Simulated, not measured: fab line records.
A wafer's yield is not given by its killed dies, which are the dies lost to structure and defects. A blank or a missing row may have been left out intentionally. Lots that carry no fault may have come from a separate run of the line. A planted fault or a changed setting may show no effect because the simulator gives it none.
A sampling plan put to the test | flow rit cmos | one line in one fab, 14 faults in these records, each fault weighed on the records of the lots it struck
What counts as the plan is the set of the line's own looks, namely the steps on the route at which a gauge or an inspection reads a wafer and does not change it. A look can be judged if struck wafers have a number there and the file gives its usual mean and standard deviation on fault-free wafers. Caught: at a look after the fault's first step, the mean of the struck wafers lies 4 or more of those standard deviations (sigma) from the usual mean. On the tool: the identical test, applied to the tool's own readings at the steps of the fault. If the struck wafers alone have a blank record, or they carry another recipe, that too counts as caught.

THE FAULTS, as the simulator had put them in
1. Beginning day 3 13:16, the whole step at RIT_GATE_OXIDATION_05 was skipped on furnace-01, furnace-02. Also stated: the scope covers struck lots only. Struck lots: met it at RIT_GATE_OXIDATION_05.
2. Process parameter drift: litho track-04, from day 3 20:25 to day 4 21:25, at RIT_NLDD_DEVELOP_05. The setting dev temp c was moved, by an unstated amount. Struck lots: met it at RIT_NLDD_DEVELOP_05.
3. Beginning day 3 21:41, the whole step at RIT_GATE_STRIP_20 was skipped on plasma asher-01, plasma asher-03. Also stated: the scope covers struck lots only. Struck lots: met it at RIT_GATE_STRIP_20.
4. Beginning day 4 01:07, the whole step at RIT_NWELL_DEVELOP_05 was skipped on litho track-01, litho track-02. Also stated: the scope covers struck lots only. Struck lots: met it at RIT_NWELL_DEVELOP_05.
5. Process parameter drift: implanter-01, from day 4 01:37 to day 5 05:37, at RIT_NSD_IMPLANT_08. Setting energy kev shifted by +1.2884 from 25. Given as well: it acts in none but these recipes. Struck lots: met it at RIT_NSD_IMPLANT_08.
6. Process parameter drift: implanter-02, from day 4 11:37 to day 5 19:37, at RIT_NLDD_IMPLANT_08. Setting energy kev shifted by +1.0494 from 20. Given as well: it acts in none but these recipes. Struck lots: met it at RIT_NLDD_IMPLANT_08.
7. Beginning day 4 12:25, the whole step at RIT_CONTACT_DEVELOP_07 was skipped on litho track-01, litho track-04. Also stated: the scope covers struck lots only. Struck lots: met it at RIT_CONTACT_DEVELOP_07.
8. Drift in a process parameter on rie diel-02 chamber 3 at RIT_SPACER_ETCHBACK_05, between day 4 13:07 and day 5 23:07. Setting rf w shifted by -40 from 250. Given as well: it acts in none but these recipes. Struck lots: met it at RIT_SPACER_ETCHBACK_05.
9. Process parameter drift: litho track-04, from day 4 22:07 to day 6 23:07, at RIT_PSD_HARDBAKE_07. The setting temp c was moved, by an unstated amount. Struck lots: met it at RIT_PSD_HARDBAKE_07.
10. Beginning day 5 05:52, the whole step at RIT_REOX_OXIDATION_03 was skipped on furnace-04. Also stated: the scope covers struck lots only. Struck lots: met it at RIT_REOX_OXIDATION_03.
11. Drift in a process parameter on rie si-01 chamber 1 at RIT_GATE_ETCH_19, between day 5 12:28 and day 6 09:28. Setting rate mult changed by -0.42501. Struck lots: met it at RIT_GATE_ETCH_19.
12. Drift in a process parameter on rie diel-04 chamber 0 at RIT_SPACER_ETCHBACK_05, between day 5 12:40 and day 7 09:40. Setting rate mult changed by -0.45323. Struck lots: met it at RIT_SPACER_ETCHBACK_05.
13. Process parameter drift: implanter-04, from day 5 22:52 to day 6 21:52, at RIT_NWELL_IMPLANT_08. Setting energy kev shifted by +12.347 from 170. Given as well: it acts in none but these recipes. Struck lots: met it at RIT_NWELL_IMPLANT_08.
14. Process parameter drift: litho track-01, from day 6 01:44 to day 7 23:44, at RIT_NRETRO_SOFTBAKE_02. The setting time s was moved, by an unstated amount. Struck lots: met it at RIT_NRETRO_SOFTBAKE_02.

WHAT THE PLAN SAW
fault | on the tool itself                               | first look that catches it                      | reading, sigma | median hours from its first step to that look | hours from the fault's start to the first struck lot there | judged looks passed uncaught
1     | the tool's record is blank for the struck wafers | no look after it can be judged                  | -              | -                                             | -                                                          | 0
2     | developer temp C +8.1 sigma                      | no look after it can be judged                  | -              | -                                             | -                                                          | 0
3     | the tool's record is blank for the struck wafers | no look after it can be judged                  | -              | -                                             | -                                                          | 0
4     | the tool's record is blank for the struck wafers | no look after it can be judged                  | -              | -                                             | -                                                          | 0
5     | beam energy keV +99 or beyond sigma              | no look after it can be judged                  | -              | -                                             | -                                                          | 0
6     | beam energy keV +99 or beyond sigma              | no look after it can be judged                  | -              | -                                             | -                                                          | 0
7     | the tool's record is blank for the struck wafers | no look after it can be judged                  | -              | -                                             | -                                                          | 0
8     | rf fwd power W -48 sigma                         | no look after it can be judged                  | -              | -                                             | -                                                          | 0
9     | heater power total W -99 or beyond sigma         | none of the 2 looks that can be judged after it | -              | -                                             | -                                                          | 2
10    | the tool's record is blank for the struck wafers | no look after it can be judged                  | -              | -                                             | -                                                          | 0
11    | oes product au -11 sigma                         | no look after it can be judged                  | -              | -                                             | -                                                          | 0
12    | oes product au -13 sigma                         | no look after it can be judged                  | -              | -                                             | -                                                          | 0
13    | beam energy keV +99 or beyond sigma              | no look after it can be judged                  | -              | -                                             | -                                                          | 0
14    | run length s +20 sigma                           | no look after it can be judged                  | -              | -                                             | -                                                          | 0
A dash: the fault is not caught, or the number is missing from these records.

Caught at a look: 0 of 14. Caught on the tool: 14 of 14. By one or the other: 14 of 14.
Faults 1, 2, 3, 4, 5, 6, 7, 8, 9, 10, 11, 12, 13, 14 were caught on the tool alone.
